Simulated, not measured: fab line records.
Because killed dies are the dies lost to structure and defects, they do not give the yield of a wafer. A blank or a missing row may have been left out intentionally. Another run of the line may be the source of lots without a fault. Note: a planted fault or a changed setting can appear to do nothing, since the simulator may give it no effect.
The tool behind it: which one? + flow berkeley-cmos170 + 18 wafers from 6 lots sampled at 2 of the route's 331 steps

## WHAT THE GAUGES READ, wafer by wafer
UCB170_ACTIVE_CD_MEAS_13: the cd target is 1200 nm.
| lot  | measured    | on        | cd-nm (nm)           |
|------|-------------|-----------|----------------------|
| L522 | day 5 00:32 | cd-sem-02 | 1198.3 1197.8 1200.1 |
| L524 | day 5 14:06 | cd-sem-02 | 1200.2 1201.1 1200.5 |
| L526 | day 5 18:56 | cd-sem-02 | 1198.9 1199.3 1199.2 |
| L529 | day 6 03:40 | cd-sem-01 | 1199.0 1200.1 1200.0 |
| L535 | day 7 08:46 | cd-sem-02 | 1198.6 1199.1 1199.0 |
| L538 | day 8 02:57 | cd-sem-01 | 1199.1 1199.5 1199.1 |

## EACH LOT AND THE TOOL THAT RAN IT (in order: tool; ch and the chambers of the sampled wafers; start)
| lot  | UCB170_ACTIVE_EXPOSE_10          |
|------|----------------------------------|
| L522 | krf-scanner-01 ch 0, day 5 00:08 |
| L524 | krf-scanner-02 ch 0, day 5 13:31 |
| L526 | krf-scanner-02 ch 0, day 5 18:32 |
| L529 | krf-scanner-01 ch 0, day 6 03:17 |
| L535 | krf-scanner-01 ch 0, day 7 08:22 |
| L538 | krf-scanner-01 ch 0, day 8 02:34 |
- UCB170_ACTIVE_EXPOSE_10: exposes mask ACTIVE, target cd 1200 nm.

## THE ANSWER, worked out from the rows above alone
Rule: what is usual is taken from the lots themselves. The widest of any qualifying gaps counts: lots, ordered by their means at a reading, are off when they make up no more than a third of the lots, leave a main group of 4 or more, and stand apart from it by 3 or more times the standard deviation of that group's means. A main group whose means are all the same, to the digits that the tables above print for the reading, isn't used. Also off: a lot with no number at a reading for which 4 or more lots have one. The other lots that the step has rows for count as sound.
Across all readings shown, no lot is off: no conclusion can be drawn from this.

## WHAT THE SIMULATOR HAD PUT IN
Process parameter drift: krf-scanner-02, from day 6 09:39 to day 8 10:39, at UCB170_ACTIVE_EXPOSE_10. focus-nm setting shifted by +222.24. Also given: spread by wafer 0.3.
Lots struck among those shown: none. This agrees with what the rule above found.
